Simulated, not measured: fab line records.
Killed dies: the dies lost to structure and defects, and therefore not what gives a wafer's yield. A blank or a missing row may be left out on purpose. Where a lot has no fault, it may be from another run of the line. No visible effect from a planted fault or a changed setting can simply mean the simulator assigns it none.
One fault through the eyes of 2 desks | flow berkeley_cmos170 | what lay behind the numbers comes last; until then each desk has only its own

## FOR THE TOOL OWNER'S DESK: rie_metal-04
The tool's own readings at UCB170_M1_METAL_ETCH_12 (etches Al in Cl2/BCl3, stops on PSG, target depth 780 nm, time 130 s): means of the sampled wafers that have a number, for each lot that ran on this tool. A lot is out of limits, marked OUT, if its mean lies more than 4 standard deviations from the usual mean; the brackets give that distance.
Columns: A = bcl3_flow_sccm at UCB170_M1_METAL_ETCH_12, usual 45.00 sccm; B = chamber_pressure_mTorr at UCB170_M1_METAL_ETCH_12, usual 12.000 mTorr; C = drypump_motor_current_A at UCB170_M1_METAL_ETCH_12, usual 5.7 A; D = oes_product_au at UCB170_M1_METAL_ETCH_12, usual 0.854 a.u.; E = throttle_valve_pct at UCB170_M1_METAL_ETCH_12, usual 24.35 %
lot  | first seen here | A     | B      | C   | D     | E
L294 | day 6 20:32     | 45.07 | 11.989 | 6.0 | 0.842 | 24.32
L297 | day 7 11:03     | 45.18 | 11.996 | 5.5 | 0.832 | 24.28
L298 | day 8 04:25     | 44.90 | 12.007 | 6.0 | 0.834 | 24.31
L301 | day 8 18:25     | 45.00 | 11.994 | 5.5 | 0.843 | 24.27
L305 | day 9 22:20     | 44.98 | 11.994 | 5.9 | 0.839 | 24.32
L308 | day 10 09:40    | 45.22 | 11.994 | 5.5 | 0.843 | 24.27
This desk's verdict: no lot among the 6 shows anything out of limits.

## METROLOGY DESK
Lot by lot, what the gauges showed, no matter which tool ran the lot: averages of those sampled wafers that carry a number. A lot is out of limits, marked OUT, if its mean lies more than 4 standard deviations from the usual mean; the brackets give that distance.
Columns: A = cd_nm at UCB170_M1_CD_MEAS_90, usual 699.9 nm; B = cd_nm at UCB170_V1_CD_MEAS_12, usual 699.6 nm; C = cd_nm at UCB170_V2_CD_MEAS_12, usual 699.6 nm
lot  | first seen here | A                | B     | C
L294 | day 6 20:47     | 701.4            | 700.7 | 701.0
L293 | day 6 21:05     | 699.7            | 699.7 | 698.3
L297 | day 7 11:18     | 703.5            | 700.9 | 700.4
L296 | day 7 12:04     | 700.8            | 699.8 | 699.5
L295 | day 7 12:19     | 696.7            | 702.9 | 698.2
L298 | day 8 04:40     | 699.7            | 701.0 | 701.5
L300 | day 8 10:22     | 703.1            | 699.0 | 700.1
L299 | day 8 10:27     | 699.2            | 698.8 | 696.7
L301 | day 8 18:40     | 700.5            | 698.8 | 697.4
L302 | day 9 06:35     | 699.7            | 700.5 | 701.0
L305 | day 9 22:35     | 691.0            | 700.5 | 699.6
L308 | day 10 09:55    | 682.6 (-7.5) OUT | 700.9 | 702.0
L314 | day 11 16:55    | 700.4            | 700.0 | 699.4
L315 | day 11 19:17    | 699.7            | 697.2 | 701.0
This desk's finding: out of limits on L308; first on L308, day 10 09:55 (cd_nm at UCB170_M1_CD_MEAS_90). L294, L293, L297, L296, L295, L298, L300, L299, L301, L302, L305, L314, L315 stayed within limits.

## TAKEN TOGETHER
At day 10 09:55 the metrology desk could have sounded an alarm, on L308.
Nothing out of limits was seen by the tool owner's desk.
The tool owner's desk has L308 on record, within its limits.
Every lot named ran UCB170_M1_METAL_ETCH_12 on rie_metal-04.

## WHAT THE SIMULATOR PUT IN
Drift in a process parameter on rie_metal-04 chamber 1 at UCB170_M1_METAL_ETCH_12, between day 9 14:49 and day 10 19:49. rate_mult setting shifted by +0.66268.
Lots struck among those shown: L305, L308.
Time in hours between the start of the fault and the first out-of-limits reading at each desk: metrology desk, 19.
